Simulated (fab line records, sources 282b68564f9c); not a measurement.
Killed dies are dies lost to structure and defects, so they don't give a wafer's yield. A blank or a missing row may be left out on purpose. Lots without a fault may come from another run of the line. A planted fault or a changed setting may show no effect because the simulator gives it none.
A struck lot beside a sound one | flow rit_cmos | 19 steps out of a route of 202
Sound: wafers L871.2, L871.3, L871.5. Struck: wafers L881.4, L881.5, L881.6. The cause comes at the end.
At each step with rows: each side's tool, then ch and its chambers, then its first start. Under that, the readings that differ: sound wafers | struck wafers | difference of the means | sigmas: that difference in standard deviations of wafers without a fault.
alike: readings whose means differ by less than 2 such deviations, and words and numbers that are the same on both sides. not compared: withheld readings, readings that some wafer has no value for, bounds like >300 that may hide the same value, and numbers for which the record gives no deviation and whose values overlap.
The two part at a step that has a row with sigmas, a row that says differs or no value, or rows on one side only. Numbers that don't overlap but have no deviation are shown without sigmas and don't part them. A reading that every wafer of one side lacks parts them only if that side has two wafers or more.

RIT_ACTIVE_BOW_MEAS_00:
  sound on film_metro-01, day 2 21:01; struck on film_metro-01, day 4 23:04
  alike: INCOMING_BOW
then, 1 step without rows for these wafers: RIT_ACTIVE_OXIDATION_01 (target thk 46.8 nm, ox time 3360 s).
RIT_ACTIVE_THK_MEAS_02:
  sound on film_metro-01, day 2 23:04; struck on film_metro-01, day 5 01:05
  alike: ACTIVE_OXIDE_THK
RIT_ACTIVE_CVD_03: deposits Si3N4 from SiH2Cl2/NH3, target thk 150 nm, time 1500 s.
  sound on lpcvd-02 ch 0, day 2 23:07; struck on lpcvd-02 ch 0, day 5 01:07
  reading                                  | sound             | struck            | difference | sigmas
  spike_tc_centre_C (C)                    | 809.0 810.5 812.1 | 831.6 830.4 831.4 | +20.6      | +21
  spike_tc_load_C (C)                      | 833 832 831       | 852 850 852       | +19        | +6
  spike_tc_source_C (C)                    | 836.7 838.0 837.1 | 858.1 855.8 856.0 | +19.4      | +9
  susceptor_temp_C (C)                     | 810.0 809.8 810.6 | 828.9 828.8 829.3 | +18.9      | +61
  model.Si3N4_of_ACTIVE_CVD_03.thk_nm (nm) | 149.7 150.7 150.8 | 209.2 211.7 210.8 | +60.2      |
RIT_ACTIVE_THK_MEAS_04:
  sound on film_metro-01, day 3 00:32; struck on film_metro-01, day 5 02:34
  reading                 | sound             | struck            | difference | sigmas
  ACTIVE_NITRIDE_THK (nm) | 149.7 150.5 150.8 | 209.4 211.5 210.8 | +60.2      | +50
then, 6 steps without rows for these wafers: RIT_ACTIVE_HMDS_05 (prime time 60 s); RIT_ACTIVE_COAT_06 (resist thk 1000 nm); RIT_ACTIVE_SOFTBAKE_07 (time 60 s); RIT_ACTIVE_EXPOSE_08 (exposes mask M1, target cd 1400 nm); RIT_ACTIVE_PEB_09; RIT_ACTIVE_DEVELOP_10 (develop time 50 s).
RIT_ACTIVE_CD_MEAS_11: target cd 1400 nm.
  sound on cd_sem-02, day 3 01:35; struck on cd_sem-01, day 5 03:30
  alike: cd_nm
then, 1 step without rows for these wafers: RIT_ACTIVE_HARDBAKE_12 (time 60 s).
RIT_ACTIVE_ETCH_13: etches Si3N4 in SF6, stops on SiO2, time 210 s, target depth 210 nm.
  sound on rie_diel-04 ch 0,1,3, day 3 01:50; struck on rie_diel-03 ch 1,2,3, day 5 03:43
  reading                            | sound             | struck            | difference | sigmas
  oes_product_au (a.u.)              | 0.835 0.837 0.827 | 0.987 0.972 0.975 | +0.145     | +11
  model.etch.depth_nm (nm)           | 149.7 150.7 150.8 | 209.2 209.8 207.5 | +58.4      |
  model.ACTIVE.feature_depth_nm (nm) | 150.4 151.9 150.9 | 210.2 209.8 207.5 | +58.1      |
  alike: drypump_motor_current_A, throttle_valve_pct
  not compared: rf_hours_counter_h
RIT_ACTIVE_STRIP_14: strips in O2, time 180 s.
  sound on plasma_asher-04 ch 0, day 3 01:58; struck on plasma_asher-01 ch 0,1, day 5 03:54
  alike: drypump_motor_current_A
  not compared: rf_hours_counter_h
RIT_ACTIVE_CD_MEAS_90: target cd 1400 nm.
  sound on cd_sem-01, day 3 02:10; struck on cd_sem-02, day 5 04:05
  alike: cd_nm
then, 1 step without rows for these wafers: RIT_ACTIVE_CLEAN_15 (cleans in SC1, time 600 s).
RIT_ACTIVE_CLEAN_16: cleans in dHF, time 30 s.
  sound on wet_bench-03 ch 0, day 3 02:27; struck on wet_bench-03 ch 2, day 5 04:20
  reading                                  | sound             | struck          | difference | sigmas
  model.Si3N4_of_ACTIVE_CVD_03.thk_nm (nm) | 148.9 149.9 149.9 | 208.4 210.9 210 | +60.2      |
then, 1 step without rows for these wafers: RIT_ACTIVE_CLEAN_17 (cleans in SC2, time 600 s).

WHERE THEY PART
First at RIT_ACTIVE_CVD_03; last, within this record, at RIT_ACTIVE_ETCH_13. Later steps at which nothing parts them and some readings are alike: RIT_ACTIVE_STRIP_14, RIT_ACTIVE_CD_MEAS_90.

WHY: what the simulator had put in
Process parameter drift: lpcvd-02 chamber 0, from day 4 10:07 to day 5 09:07, at RIT_ACTIVE_CVD_03. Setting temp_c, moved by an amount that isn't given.
